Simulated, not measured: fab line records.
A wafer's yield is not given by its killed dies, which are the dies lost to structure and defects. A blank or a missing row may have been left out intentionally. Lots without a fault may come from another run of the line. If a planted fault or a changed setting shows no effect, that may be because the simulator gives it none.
Split-lot trial    flow berkeleyCmos170    route with 331 steps; 5 lots, 23 wafers read

THE SPLIT ITSELF
At UCB170_FIELD_OXIDATION_01 (target thk 558.3 nm, ox time 7200 s), the setting oxTimeS was moved away from the recipe's 7200 s on 20 of the 23 wafers read, by -12.3% to +13.0%. All remaining wafers had this setting at the recipe value.

FROM THE SPLIT TO THE READING: what the file shows between them, 11 steps
- UCB170_FIELD_THK_MEAS_02
- UCB170_FIELD_ANNEAL_03: time 1200 s
- UCB170_FIELD_WET_ETCH_04: etches SiO2 in dHF, time 60 s
- UCB170_FIELD_WET_ETCH_05: etches Si3N4 in H3PO4, time 12600 s
- UCB170_FIELD_WET_ETCH_06: etches SiO2 in BOE, time 22 s
- UCB170_FIELD_THK_MEAS_90
- UCB170_SACOX_OXIDATION_01: target thk 14.4 nm, ox time 2400 s (also split here: oxTimeS)
- UCB170_PVT_SOFTBAKE_02: time 60 s (also split here: timeS)
- UCB170_PVT_EXPOSE_03: exposes mask NWELL, target cd 3000 nm
- UCB170_PVT_PEB_04
- UCB170_GATE_WET_ETCH_00: etches SiO2 in dHF, time 200 s

THE READING
FIELD_OXIDE_LEFT_2_THK (nm), taken at UCB170_FIELD_THK_MEAS_91. Typical for fault-free wafers on this fab line: 353 nm, with standard deviation 9.6 nm.

wafer   tool, chamber at the split  oxTimeS as run, s  against the recipe  FIELD_OXIDE_LEFT_2_THK, nm  against lot-mates on the recipe
L078.1  -, -                        6693               -7.0%               336                         no lot-mate on the recipe
L078.2  -, -                        6693               -7.0%               336                         no lot-mate on the recipe
L078.3  -, -                        6693               -7.0%               343                         no lot-mate on the recipe
L078.4  -, -                        6693               -7.0%               340                         no lot-mate on the recipe
L078.5  -, -                        6693               -7.0%               333                         no lot-mate on the recipe
L082.1  -, -                        6318               -12.3%              301                         no lot-mate on the recipe
L082.2  -, -                        6318               -12.3%              293                         no lot-mate on the recipe
L082.3  -, -                        6318               -12.3%              303                         no lot-mate on the recipe
L082.4  -, -                        6318               -12.3%              301                         no lot-mate on the recipe
L082.5  -, -                        6318               -12.3%              304                         no lot-mate on the recipe
L083.1  -, -                        6688               -7.1%               325                         no lot-mate on the recipe
L083.2  -, -                        6688               -7.1%               332                         no lot-mate on the recipe
L083.4  -, -                        6688               -7.1%               326                         no lot-mate on the recipe
L083.5  -, -                        6688               -7.1%               318                         no lot-mate on the recipe
L083.6  -, -                        6688               -7.1%               320                         no lot-mate on the recipe
L084.1  furnace-01, 0               7200               recipe              361                         -
L084.5  furnace-01, 0               7200               recipe              369                         -
L084.6  furnace-01, 0               7200               recipe              364                         -
L085.1  -, -                        8136               +13.0%              393                         no lot-mate on the recipe
L085.2  -, -                        8136               +13.0%              393                         no lot-mate on the recipe
L085.3  -, -                        8136               +13.0%              402                         no lot-mate on the recipe
L085.4  -, -                        8136               +13.0%              404                         no lot-mate on the recipe
L085.6  -, -                        8136               +13.0%              398                         no lot-mate on the recipe

FIT RESULTS
A straight line over all 23 wafers: FIELD_OXIDE_LEFT_2_THK changes by +3.71 nm for each +1% of oxTimeS; r = +0.97; the points scatter about the line by 9 nm.
Too few moved wafers have a lot-mate on the recipe to fit a line with each lot's own level taken away.

THE WHOLE CHAIN: every reading that the file lists as answering this split, in the file's order
step                       what it does                         reading                                                                            change (the file's fit)               r (the file's)
UCB170_FIELD_OXIDATION_01  target thk 558.3 nm, ox time 7200 s  SiO2_of_FIELD_OXIDATION_01.thkNm (the simulator's own value, which no gauge read)  +3.77 nm for each +1% of the setting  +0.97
UCB170_FIELD_THK_MEAS_02                                        FIELD_OXIDE_THK                                                                    +3.77 for each +1% of the setting     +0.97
UCB170_FIELD_WET_ETCH_05   etches Si3N4 in H3PO4, time 12600 s  SiO2_of_FIELD_OXIDATION_01.thkNm (the simulator's own value, which no gauge read)  +3.71 nm for each +1% of the setting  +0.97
UCB170_FIELD_THK_MEAS_90                                        FIELD_OXIDE_LEFT_1_THK                                                             +3.74 for each +1% of the setting     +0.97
UCB170_FIELD_THK_MEAS_91                                        FIELD_OXIDE_LEFT_2_THK                                                             +3.71 for each +1% of the setting     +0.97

THE FILE'S OWN FIT
FIELD_OXIDE_LEFT_2_THK changes by +3.71 nm for each +1% of oxTimeS, r = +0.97.
